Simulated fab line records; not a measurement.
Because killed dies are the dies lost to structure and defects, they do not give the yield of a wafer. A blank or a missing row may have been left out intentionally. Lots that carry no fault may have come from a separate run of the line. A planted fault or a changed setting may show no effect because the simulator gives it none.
fab line records	flow berkeley_cmos170	part 1 of 2: steps 1 to 28 of 39
record: lots: 5	wafers: 15	last_day: 12
route steps=331 shown PLDD@154 NLDD@158 SPACER@171 PSD@175 NSD@187
lots with no fault: from the same line, run without faults
start_h: hours from the record's opening day to when the first of the lot's shown wafers began	wait_h: time in hours since the lot's previous step	" same as the row above	L1.1+2: one row covering several wafers at once	- no value present, or no start provided	* or withheld: withheld	< > ~ a bound
route shown NAME@n: NAME is a module with steps in the file, n the number in the route of the first one	usual: mean and standard deviation over wafers with no fault	same: alike in all rows	chamber/n: place in a boat	sites: the reading at each site	_std_site: standard deviation across them	_edge_site: mean of outer sites minus mean of inner sites	radius_mm: how far each site lies from the wafer's centre	mask NAME#n: copy n	behind: tool/chamber where the wafer was last shaped	hold: why the lot was held/for how many hours/how that ended	device: which transistor (n, p or np) failed to switch	end of line: the route-end tests of the same wafers	a step given without rows: its recipe and nothing more	killed: not the wafer's yield, but the dies lost to structure and defects at the first sort	map: dies across one wafer; x = killed, . = not, _ = none there
set.NAME: the setting the step ran with; set.NAME@STEP: the setting that earlier step ran with	model.NAME: the simulator's own value behind a step, which no gauge read
lots seen at some steps along the route; tables by step, rows by wafer
services: when a tool's chamber went out of use (start_h, in hours from the record's first day, below 0 if earlier), for how many hours, and the reason
== steps ==
step: UCB170_PLDD_IMPLANT_09
recipe: species: BF2	dose_cm2: 5e+13	energy_kev: 10	tilt_deg: 7	rotation_deg: 180
usual: beam_on_s: 9.97/0.18
same: implant_ion_amu: 49
lot.wafer	tool	chamber	start_h	wait_h	beam_on_s
L074.2	implanter-04	0	139.69	0.1	9.79
L074.4	"	0	"	"	10.06
L074.6	"	0	"	"	10.19
L077.2	implanter-02	0	149.41	0.1	10.11
L077.3	"	0	"	"	10.04
L077.6	"	0	"	"	10.27
L084.2	implanter-04	0	179.18	0.1	10.14
L084.3	"	0	"	"	10.07
L084.5	"	0	"	"	9.79
L090.1	implanter-02	0	203.43	0.1	10.17
L090.2	"	0	"	"	9.82
L090.4	"	0	"	"	9.73
L096.2	implanter-03	0	241.83	0.1	9.87
L096.4	"	0	"	"	9.75
L096.6	"	0	"	"	9.64
step: UCB170_PLDD_STRIP_10
recipe: chemistry: O2	power_w: 400	pressure_mtorr: 3500	platen_temp_c: withheld	o2_flow_sccm: 400	overash_fraction: 0.5
usual: drypump_motor_current_A: 5.9/0.53	oes_product_au: 0.734/0.0048	strip_time_to_endpoint_s: 21.64/0.06
lot.wafer	tool	chamber	start_h	wait_h	drypump_motor_current_A	oes_product_au	rf_hours_counter_h	strip_time_to_endpoint_s
L074.2	plasma_asher-03	0	139.81	0.1	6.6	0.735	40	21.61
L074.4	"	0	"	"	6.6	0.738	-	21.63
L074.6	"	1	"	"	6.0	0.730	-	21.65
L077.2	plasma_asher-02	0	149.53	0.1	6.3	0.732	4	21.66
L077.3	"	1	"	"	5.0	0.735	-	21.62
L077.6	"	0	"	"	6.3	0.731	-	21.60
L084.2	plasma_asher-02	0	179.31	0.1	6.2	0.737	7	21.64
L084.3	"	0	"	"	6.2	0.727	-	21.61
L084.5	"	0	"	"	6.3	0.743	-	21.60
L090.1	plasma_asher-04	0	203.58	0.1	6.1	0.735	52	21.66
L090.2	"	1	"	"	6.2	0.735	52	21.67
L090.4	"	0	"	"	6.1	0.739	-	21.59
L096.2	plasma_asher-03	0	241.98	0.1	6.6	0.738	51	21.56
L096.4	"	0	"	"	6.6	0.736	-	21.55
L096.6	"	1	"	"	6.0	0.737	-	21.57
step: UCB170_PLDD_TW_MEAS_11
usual: PLDD_TW: 1015/6.9
lot.wafer	tool	chamber	start_h	wait_h	PLDD_TW
L074.2	film_metro-03	-	139.92	0.1	1018
L074.4	"	-	"	"	1018
L074.6	"	-	"	"	1019
L077.2	film_metro-03	-	149.64	0.1	1022
L077.3	"	-	"	"	1026
L077.6	"	-	"	"	1024
L084.2	film_metro-03	-	179.42	0.1	1030
L084.3	"	-	"	"	1015
L084.5	"	-	"	"	1024
L090.1	film_metro-02	-	203.68	0.1	1011
L090.2	"	-	"	"	1007
L090.4	"	-	"	"	1005
L096.2	film_metro-02	-	242.09	0.1	1012
L096.4	"	-	"	"	1010
L096.6	"	-	"	"	1013
step: UCB170_PLDD_CLEAN_12
recipe: chemistry: SPM	temp_c: 120	time_s: 600
usual: bath_guard_temp_C: 120.3/0.49
lot.wafer	tool	chamber	start_h	wait_h	bath_guard_temp_C
L074.2	wet_bench-03	3	140.28	0.3	120.6
L074.4	"	3	"	"	120.7
L074.6	"	3	"	"	120.6
L077.2	wet_bench-03	1	149.69	0.0	120.8
L077.3	"	1	"	"	120.1
L077.6	"	1	"	"	120.7
L084.2	wet_bench-04	1	179.47	0.0	120.9
L084.3	"	1	"	"	120.7
L084.5	"	1	"	"	120.6
L090.1	wet_bench-04	3	204.51	0.8	119.5
L090.2	"	3	"	"	119.5
L090.4	"	3	"	"	119.5
L096.2	wet_bench-04	2	242.14	0.0	120.6
L096.4	"	2	"	"	120.5
L096.6	"	2	"	"	120.9
step: UCB170_NLDD_HMDS_00
recipe: prime_time_s: 60	prime_temp_c: 100
lot.wafer	tool	chamber	start_h	wait_h
L074.2+4+6	litho_track-04	0	140.81	0.4
L077.2+3+6	litho_track-01	0	150.19	0.3
L084.2+3+5	litho_track-01	0	180.09	0.4
L090.1+2+4	litho_track-04	0	205.34	0.7
L096.2+4+6	litho_track-01	0	242.98	0.7
step: UCB170_NLDD_COAT_01
recipe: resist: KrF	spin_rpm: 1500	resist_thk_nm: 900
lot.wafer	tool	chamber	start_h	wait_h
L074.2+4+6	litho_track-04	0	140.96	0.1
L077.2+3+6	litho_track-01	0	150.34	0.1
L084.2+3+5	litho_track-01	0	180.24	0.1
L090.1+2+4	litho_track-04	0	205.49	0.1
L096.2+4+6	litho_track-01	0	243.13	0.1
step: UCB170_NLDD_SOFTBAKE_02
recipe: resist: KrF	temp_c: 130	time_s: 60
lot.wafer	tool	chamber	start_h	wait_h
L074.2+4+6	litho_track-04	0	141.11	0.1
L077.2+3+6	litho_track-01	0	150.49	0.1
L084.2+3+5	litho_track-01	0	180.39	0.1
L090.1+2+4	litho_track-04	0	205.64	0.1
L096.2+4+6	litho_track-01	0	243.28	0.1
step: UCB170_NLDD_EXPOSE_03
recipe: mask_id: NSELECT	na: 0.5	sigma_outer: 0.6	source_shape: conventional	target_cd_nm: 1200	dose_mj: 30
usual: focus_offset_nm: 0.0/0.55
same: na: 0.5
lot.wafer	tool	chamber	start_h	wait_h	mask	focus_offset_nm
L074.2	krf_scanner-02	0	141.25	0.1	NSELECT#0	0.7
L074.4	"	0	"	"	NSELECT#0	0.4
L074.6	"	0	"	"	NSELECT#0	0.0
L077.2	krf_scanner-02	0	150.76	0.2	NSELECT#0	0.6
L077.3	"	0	"	"	NSELECT#0	1.1
L077.6	"	0	"	"	NSELECT#0	-0.9
L084.2	krf_scanner-01	0	180.53	0.1	NSELECT#0	0.9
L084.3	"	0	"	"	NSELECT#0	-0.2
L084.5	"	0	"	"	NSELECT#0	-0.5
L090.1	krf_scanner-02	0	205.79	0.1	NSELECT#0	-0.7
L090.2	"	0	"	"	NSELECT#0	0.5
L090.4	"	0	"	"	NSELECT#0	0.2
L096.2	krf_scanner-01	0	243.42	0.1	NSELECT#0	-0.3
L096.4	"	0	"	"	NSELECT#0	0.0
L096.6	"	0	"	"	NSELECT#0	-0.6
step: UCB170_NLDD_PEB_04
recipe: peb_temp_c: 130	peb_time_s: withheld	resist: KrF
lot.wafer	tool	chamber	start_h	wait_h
L074.2+4+6	litho_track-03	0	141.74	0.5
L077.2+3+6	litho_track-03	0	151.09	0.3
L084.2+3+5	litho_track-04	0	180.91	0.4
L090.1+2+4	litho_track-01	0	206.73	0.9
L096.2+4+6	litho_track-03	0	244.26	0.8
step: UCB170_NLDD_DEVELOP_05
recipe: developer: TMAH	develop_time_s: 45	resist: KrF	dev_temp_c: 21
usual: developer_temp_C: 20.99/0.11
lot.wafer	tool	chamber	start_h	wait_h	developer_temp_C
L074.2	litho_track-03	0	-	-	20.95
L074.4	"	0	"	"	21.04
L074.6	"	0	"	"	20.93
L077.2	litho_track-03	0	-	-	21.18
L077.3	"	0	"	"	21.03
L077.6	"	0	"	"	21.01
L084.2	litho_track-04	0	-	-	21.13
L084.3	"	0	"	"	21.06
L084.5	"	0	"	"	21.07
L090.1	litho_track-01	0	-	-	20.94
L090.2	"	0	"	"	20.87
L090.4	"	0	"	"	20.87
L096.2	litho_track-03	0	-	-	20.91
L096.4	"	0	"	"	20.90
L096.6	"	0	"	"	21.02
step: UCB170_NLDD_CD_MEAS_06
recipe: target_cd_nm: 1200
usual: cd_nm: 1200.0/1.5
lot.wafer	tool	chamber	start_h	wait_h	cd_nm
L074.2	cd_sem-02	-	142.01	-	1201.5
L074.4	"	-	"	"	1200.3
L074.6	"	-	"	"	1200.3
L077.2	cd_sem-02	-	151.36	-	1200.4
L077.3	"	-	"	"	1200.3
L077.6	"	-	"	"	1199.5
L084.2	cd_sem-01	-	181.18	-	1201.0
L084.3	"	-	"	"	1201.0
L084.5	"	-	"	"	1201.0
L090.1	cd_sem-01	-	207.01	-	1198.1
L090.2	"	-	"	"	1198.3
L090.4	"	-	"	"	1199.4
L096.2	cd_sem-02	-	244.53	-	1201.7
L096.4	"	-	"	"	1201.1
L096.6	"	-	"	"	1202.2
step: UCB170_NLDD_OVL_MEAS_07
usual: NLDD_OVL: 1/6.9
lot.wafer	tool	chamber	start_h	wait_h	NLDD_OVL[nm]
L074.2	overlay-01	-	142.12	0.1	-9
L074.4	"	-	"	"	-15
L074.6	"	-	"	"	-5
L077.2	overlay-01	-	151.47	0.1	-4
L077.3	"	-	"	"	-2
L077.6	"	-	"	"	-10
L084.2	overlay-02	-	181.29	0.1	3
L084.3	"	-	"	"	-3
L084.5	"	-	"	"	-2
L090.1	overlay-02	-	207.13	0.1	-6
L090.2	"	-	"	"	0
L090.4	"	-	"	"	-3
L096.2	overlay-01	-	244.64	0.1	5
L096.4	"	-	"	"	6
L096.6	"	-	"	"	12
step: UCB170_NLDD_IMPLANT_08
recipe: species: As	dose_cm2: 5e+13	energy_kev: 30	tilt_deg: 7	rotation_deg: 0
usual: beam_on_s: 10.01/0.23
same: implant_ion_amu: 75
lot.wafer	tool	chamber	start_h	wait_h	beam_on_s
L074.2	implanter-04	0	142.17	0.0	9.93
L074.4	"	0	"	"	10.12
L074.6	"	0	"	"	10.02
L077.2	implanter-01	0	151.52	0.0	10.43
L077.3	"	0	"	"	10.27
L077.6	"	0	"	"	9.82
L084.2	implanter-04	0	181.34	0.0	9.99
L084.3	"	0	"	"	10.17
L084.5	"	0	"	"	10.03
L090.1	implanter-01	0	207.16	0.0	10.08
L090.2	"	0	"	"	9.83
L090.4	"	0	"	"	9.61
L096.2	implanter-04	0	244.69	0.0	9.98
L096.4	"	0	"	"	10.06
L096.6	"	0	"	"	10.12
step: UCB170_NLDD_IMPLANT_09
recipe: species: As	dose_cm2: 5e+13	energy_kev: 30	tilt_deg: 7	rotation_deg: 180
usual: beam_on_s: 9.99/0.21
same: implant_ion_amu: 75
lot.wafer	tool	chamber	start_h	wait_h	beam_on_s
L074.2	implanter-04	0	142.32	0.1	9.87
L074.4	"	0	"	"	9.99
L074.6	"	0	"	"	9.45
L077.2	implanter-01	0	151.67	0.1	10.11
L077.3	"	0	"	"	10.18
L077.6	"	0	"	"	9.96
L084.2	implanter-04	0	181.49	0.1	10.21
L084.3	"	0	"	"	10.25
L084.5	"	0	"	"	10.09
L090.1	implanter-01	0	207.31	0.1	10.03
L090.2	"	0	"	"	9.83
L090.4	"	0	"	"	10.29
L096.2	implanter-04	0	244.84	0.1	9.94
L096.4	"	0	"	"	9.99
L096.6	"	0	"	"	10.10
step: UCB170_NLDD_STRIP_10
recipe: chemistry: O2	power_w: 400	pressure_mtorr: 3500	platen_temp_c: withheld	o2_flow_sccm: 400	overash_fraction: 0.5
usual: drypump_motor_current_A: 5.9/0.45	oes_product_au: 0.735/0.0047	strip_time_to_endpoint_s: 21.64/0.06
lot.wafer	tool	chamber	start_h	wait_h	drypump_motor_current_A	oes_product_au	rf_hours_counter_h	strip_time_to_endpoint_s
L074.2	plasma_asher-01	1	142.45	0.1	5.8	0.743	42	21.65
L074.4	"	0	"	"	5.6	0.740	-	21.73
L074.6	"	1	"	"	5.9	0.732	-	21.65
L077.2	plasma_asher-01	0	151.80	0.1	5.5	0.734	44	21.63
L077.3	"	1	"	"	5.8	0.738	-	21.59
L077.6	"	1	"	"	5.9	0.740	-	21.54
L084.2	plasma_asher-03	1	181.62	0.1	6.0	0.731	44	21.59
L084.3	"	1	"	"	6.0	0.739	-	21.68
L084.5	"	1	"	"	6.0	0.740	-	21.68
L090.1	plasma_asher-03	1	207.46	0.1	5.9	0.737	47	21.63
L090.2	"	0	"	"	6.6	0.734	47	21.66
L090.4	"	1	"	"	6.0	0.741	-	21.63
L096.2	plasma_asher-01	1	244.97	0.1	5.9	0.742	54	21.60
L096.4	"	0	"	"	5.5	0.737	-	21.68
L096.6	"	1	"	"	5.9	0.728	-	21.59
step: UCB170_NLDD_TW_MEAS_11
usual: NLDD_TW: 2231/12
lot.wafer	tool	chamber	start_h	wait_h	NLDD_TW
L074.2	film_metro-04	-	142.56	0.1	2232
L074.4	"	-	"	"	2228
L074.6	"	-	"	"	2257
L077.2	film_metro-04	-	151.91	0.1	2219
L077.3	"	-	"	"	2238
L077.6	"	-	"	"	2237
L084.2	film_metro-04	-	181.73	0.1	2225
L084.3	"	-	"	"	2230
L084.5	"	-	"	"	2240
L090.1	film_metro-04	-	207.56	0.1	2240
L090.2	"	-	"	"	2247
L090.4	"	-	"	"	2244
L096.2	film_metro-04	-	245.09	0.1	2243
L096.4	"	-	"	"	2237
L096.6	"	-	"	"	2245
step: UCB170_NLDD_CLEAN_12
recipe: chemistry: SPM	temp_c: 120	time_s: 600
usual: bath_guard_temp_C: 120.2/0.37
lot.wafer	tool	chamber	start_h	wait_h	bath_guard_temp_C
L074.2	wet_bench-03	0	142.61	0.0	120.4
L074.4	"	0	"	"	120.2
L074.6	"	0	"	"	119.9
L077.2	wet_bench-03	1	151.96	0.0	120.6
L077.3	"	1	"	"	120.9
L077.6	"	1	"	"	120.7
L084.2	wet_bench-03	2	181.91	0.2	119.7
L084.3	"	2	"	"	120.2
L084.5	"	2	"	"	119.7
L090.1	wet_bench-03	2	207.82	0.2	120.3
L090.2	"	2	"	"	120.0
L090.4	"	2	"	"	120.0
L096.2	wet_bench-03	2	245.14	0.0	120.2
L096.4	"	2	"	"	120.2
L096.6	"	2	"	"	119.8
step: UCB170_SPACER_CVD_00
recipe: material: SiO2	target_thk_nm: 376	temp_c: 390	precursor: TEOS/O2	time_s: 47	rf_w: 550	pressure_mtorr: 9000
usual: heater_power_w: 266/51	susceptor_temp_C: 390.00/0.22
lot.wafer	tool	chamber	start_h	wait_h	heater_power_w	susceptor_temp_C
L074.2	pecvd-03	2	142.78	0.0	210	389.90
L074.4	"	1	"	"	303	390.12
L074.6	"	2	"	"	215	389.66
L077.2	pecvd-02	0	152.15	0.0	284	390.17
L077.3	"	1	"	"	287	389.77
L077.6	"	2	"	"	183	389.84
L084.2	pecvd-03	2	182.09	0.0	175	389.91
L084.3	"	1	"	"	289	389.83
L084.5	"	0	"	"	165	389.81
L090.1	pecvd-02	0	208.01	0.0	279	390.07
L090.2	"	1	"	"	301	389.95
L090.4	"	2	"	"	221	389.97
L096.2	pecvd-02	2	245.32	0.0	207	389.60
L096.4	"	1	"	"	359	389.75
L096.6	"	2	"	"	220	390.40
step: UCB170_SPACER_THK_MEAS_01
recipe: reads: SiO2_of_SPACER_CVD_00
usual: SPACER_TEOS_THK: 374/4.6
lot.wafer	tool	chamber	start_h	wait_h	SPACER_TEOS_THK[nm]
L074.2	film_metro-03	-	142.84	0.0	372
L074.4	"	-	"	"	377
L074.6	"	-	"	"	378
L077.2	film_metro-03	-	152.20	0.0	375
L077.3	"	-	"	"	378
L077.6	"	-	"	"	377
L084.2	film_metro-01	-	182.14	0.0	373
L084.3	"	-	"	"	368
L084.5	"	-	"	"	378
L090.1	film_metro-01	-	208.06	0.0	366
L090.2	"	-	"	"	375
L090.4	"	-	"	"	376
L096.2	film_metro-01	-	245.37	0.0	376
L096.4	"	-	"	"	380
L096.6	"	-	"	"	382
step: UCB170_SPACER_ANNEAL_02
recipe: temp_c: 900	time_s: 1800	ambient: N2
lot.wafer	tool	chamber	start_h	wait_h
L074.2+4+6	furnace-01	0	145.68	2.8
L077.2+3+6	furnace-01	0	153.78	1.6
L084.2+3+5	furnace-01	0	185.18	3.0
L090.1+2+4	furnace-01	0	212.39	4.3
L096.2+4+6	furnace-04	0	251.14	5.8
step: UCB170_SPACER_ETCHBACK_03
recipe: stop_on: Si	target: SiO2	chemistry: CHF3/CF4/Ar	CHF3_flow_sccm: 50	cf4_flow_sccm: 10	Ar_flow_sccm: 120	pressure_mtorr: 200	rf_w: 500	target_depth_a: 3760	time_s: 100
usual: CHF3_flow_sccm: 50.00/0.15	drypump_motor_current_A: 5.8/0.4	oes_product_au: 0.893/0.02	throttle_valve_pct: 6.41/0.097
lot.wafer	tool	chamber	start_h	wait_h	CHF3_flow_sccm	drypump_motor_current_A	oes_product_au	rf_hours_counter_h	throttle_valve_pct
L074.2	rie_diel-02	3	147.18	0.0	50.09	5.6	0.886	127	6.36
L074.4	"	3	"	"	50.18	5.6	0.889	-	6.35
L074.6	"	0	"	"	50.24	6.3	0.923	-	6.29
L077.2	rie_diel-01	3	155.28	0.0	50.11	6.0	0.869	76	6.51
L077.3	"	0	"	"	50.29	6.5	0.899	143	6.53
L077.6	"	1	"	"	49.96	5.3	0.905	-	6.33
L084.2	rie_diel-01	3	186.68	0.0	50.11	5.9	0.874	77	6.52
L084.3	"	1	"	"	50.08	5.3	0.896	140	6.34
L084.5	"	3	"	"	50.08	5.9	0.879	-	6.52
L090.1	rie_diel-01	0	213.89	0.0	49.80	6.6	0.870	146	6.51
L090.2	"	3	"	"	49.75	6.0	0.878	79	6.50
L090.4	"	2	"	"	50.00	6.1	0.872	-	6.38
L096.2	rie_diel-03	1	252.64	0.0	50.19	6.3	0.874	44	6.33
L096.4	"	3	"	"	49.96	5.6	0.894	123	6.49
L096.6	"	0	"	"	49.91	5.2	0.930	-	6.41
step: UCB170_PSD_HMDS_00
recipe: prime_time_s: 60	prime_temp_c: 100
lot.wafer	tool	chamber	start_h	wait_h
L074.2+4+6	litho_track-04	0	147.55	0.3
L077.2+3+6	litho_track-02	0	155.78	0.5
L084.2+3+5	litho_track-02	0	187.41	0.7
L090.1+2+4	litho_track-02	0	214.41	0.5
L096.2+4+6	litho_track-04	0	252.74	0.1
step: UCB170_PSD_COAT_01
recipe: resist: KrF	spin_rpm: 1500	resist_thk_nm: 900
lot.wafer	tool	chamber	start_h	wait_h
L074.2+4+6	litho_track-04	0	147.70	0.1
L077.2+3+6	litho_track-02	0	155.93	0.1
L084.2+3+5	litho_track-02	0	187.56	0.1
L090.1+2+4	litho_track-02	0	214.56	0.1
L096.2+4+6	litho_track-04	0	252.89	0.1
step: UCB170_PSD_SOFTBAKE_02
recipe: resist: KrF	temp_c: 130	time_s: 60
lot.wafer	tool	chamber	start_h	wait_h
L074.2+4+6	litho_track-04	0	147.85	0.1
L077.2+3+6	litho_track-02	0	156.08	0.1
L084.2+3+5	litho_track-02	0	187.71	0.1
L090.1+2+4	litho_track-02	0	214.71	0.1
L096.2+4+6	litho_track-04	0	253.04	0.1
step: UCB170_PSD_EXPOSE_03
recipe: mask_id: PSELECT_MOD	na: 0.5	sigma_outer: 0.6	source_shape: conventional	target_cd_nm: 1200	dose_mj: 30
usual: focus_offset_nm: -0.1/0.59
same: na: 0.5
lot.wafer	tool	chamber	start_h	wait_h	mask	focus_offset_nm
L074.2	krf_scanner-01	0	148.27	0.4	PSELECT_MOD#0	0.4
L074.4	"	0	"	"	PSELECT_MOD#0	0.0
L074.6	"	0	"	"	PSELECT_MOD#0	0.6
L077.2	krf_scanner-02	0	156.35	0.2	PSELECT_MOD#0	-0.7
L077.3	"	0	"	"	PSELECT_MOD#0	-0.7
L077.6	"	0	"	"	PSELECT_MOD#0	-0.6
L084.2	krf_scanner-01	0	187.86	0.1	PSELECT_MOD#0	1.0
L084.3	"	0	"	"	PSELECT_MOD#0	0.9
L084.5	"	0	"	"	PSELECT_MOD#0	-0.5
L090.1	krf_scanner-01	0	215.02	0.3	PSELECT_MOD#0	0.3
L090.2	"	0	"	"	PSELECT_MOD#0	0.3
L090.4	"	0	"	"	PSELECT_MOD#0	-0.7
L096.2	krf_scanner-02	0	253.42	0.4	PSELECT_MOD#0	0.6
L096.4	"	0	"	"	PSELECT_MOD#0	-0.1
L096.6	"	0	"	"	PSELECT_MOD#0	-0.7
step: UCB170_PSD_PEB_04
recipe: peb_temp_c: 130	peb_time_s: withheld	resist: KrF
lot.wafer	tool	chamber	start_h	wait_h
L074.2+4+6	litho_track-02	0	148.90	0.6
L077.2+3+6	litho_track-02	0	156.50	0.1
L084.2+3+5	litho_track-04	0	188.63	0.8
L090.1+2+4	litho_track-02	0	216.03	1.0
L096.2+4+6	litho_track-04	0	253.54	0.1
step: UCB170_PSD_DEVELOP_05
recipe: developer: TMAH	develop_time_s: 45	resist: KrF	dev_temp_c: 21
usual: developer_temp_C: 21.01/0.11
lot.wafer	tool	chamber	start_h	wait_h	developer_temp_C
L074.2	litho_track-02	0	-	-	21.08
L074.4	"	0	"	"	21.05
L074.6	"	0	"	"	20.98
L077.2	litho_track-02	0	-	-	20.94
L077.3	"	0	"	"	21.11
L077.6	"	0	"	"	20.99
L084.2	litho_track-04	0	-	-	21.21
L084.3	"	0	"	"	21.28
L084.5	"	0	"	"	21.32
L090.1	litho_track-02	0	-	-	21.19
L090.2	"	0	"	"	21.04
L090.4	"	0	"	"	21.02
L096.2	litho_track-04	0	-	-	20.90
L096.4	"	0	"	"	20.94
L096.6	"	0	"	"	20.93
step: UCB170_PSD_CD_MEAS_06
recipe: target_cd_nm: 1200
usual: cd_nm: 1200.5/1.8
lot.wafer	tool	chamber	start_h	wait_h	cd_nm
L074.2	cd_sem-02	-	149.17	-	1198.3
L074.4	"	-	"	"	1199.2
L074.6	"	-	"	"	1198.6
L077.2	cd_sem-02	-	156.77	-	1202.5
L077.3	"	-	"	"	1202.4
L077.6	"	-	"	"	1201.7
L084.2	cd_sem-01	-	188.90	-	1203.8
L084.3	"	-	"	"	1204.5
L084.5	"	-	"	"	1204.1
L090.1	cd_sem-01	-	216.31	-	1202.6
L090.2	"	-	"	"	1203.1
L090.4	"	-	"	"	1203.5
L096.2	cd_sem-02	-	253.81	-	1200.0
L096.4	"	-	"	"	1197.3
L096.6	"	-	"	"	1200.6
